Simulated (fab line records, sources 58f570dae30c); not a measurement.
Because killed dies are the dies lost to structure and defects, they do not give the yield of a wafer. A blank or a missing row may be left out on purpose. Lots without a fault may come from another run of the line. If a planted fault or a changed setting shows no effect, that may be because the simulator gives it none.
Matching of chambers / flow berkeleyCmos170 / rieDiel-02 running UCB170_GATE_ETCH_14: 4 sister chambers
The step etches BARC in N2/H2. 8 wafers are shown with their chamber, then 8 later ones without.

## EACH WAFER AND ITS CHAMBER
wafer=L577.4; chamber=3; throttleValvePct (%)=13.40; oesProductAu (a.u.)=1.017
wafer=L578.4; chamber=3; throttleValvePct (%)=13.40; oesProductAu (a.u.)=1.014
wafer=L579.4; chamber=2; throttleValvePct (%)=13.08; oesProductAu (a.u.)=0.979
wafer=L579.5; chamber=2; throttleValvePct (%)=13.08; oesProductAu (a.u.)=0.971
wafer=L584.2; chamber=0; throttleValvePct (%)=13.21; oesProductAu (a.u.)=1.023
wafer=L584.4; chamber=1; throttleValvePct (%)=13.37; oesProductAu (a.u.)=0.976
wafer=L584.5; chamber=1; throttleValvePct (%)=13.34; oesProductAu (a.u.)=0.966
wafer=L586.1; chamber=0; throttleValvePct (%)=13.21; oesProductAu (a.u.)=1.028

## WAFERS WITHOUT THEIR CHAMBER
wafer=L586.3; throttleValvePct (%)=13.41; oesProductAu (a.u.)=1.023
wafer=L586.4; throttleValvePct (%)=13.06; oesProductAu (a.u.)=0.983
wafer=L590.1; throttleValvePct (%)=13.23; oesProductAu (a.u.)=1.020
wafer=L590.5; throttleValvePct (%)=13.22; oesProductAu (a.u.)=1.019
wafer=L590.6; throttleValvePct (%)=13.08; oesProductAu (a.u.)=0.978
wafer=L600.1; throttleValvePct (%)=13.09; oesProductAu (a.u.)=0.983
wafer=L600.2; throttleValvePct (%)=13.23; oesProductAu (a.u.)=1.012
wafer=L600.5; throttleValvePct (%)=13.06; oesProductAu (a.u.)=0.982

## WHICH CHAMBER EACH WENT THROUGH
wafer=L586.3; from the rows above=3; in truth=3
wafer=L586.4; from the rows above=2; in truth=2
wafer=L590.1; from the rows above=0; in truth=0
wafer=L590.5; from the rows above=0; in truth=0
wafer=L590.6; from the rows above=2; in truth=2
wafer=L600.1; from the rows above=2; in truth=2
wafer=L600.2; from the rows above=0; in truth=0
wafer=L600.5; from the rows above=2; in truth=2
Placed correctly: 8 of 8. Not placeable from these rows: 0. Placed wrongly: 0.
How it was worked out, from the rows above alone: a wafer's distance from a chamber is the root of the sum, over the readings, of the square of ((its reading less the chamber's mean) divided by the reading's scatter). If the next closest chamber is less than 2 further off than the closest, the wafer can't be placed; otherwise it belongs to the closest. For every chamber, the mean is computed from those of its wafers that are shown. The scatter: take each reading less its chamber's mean, square it, sum over the shown wafers, divide by the number of wafers less the number of chambers, and take the root.
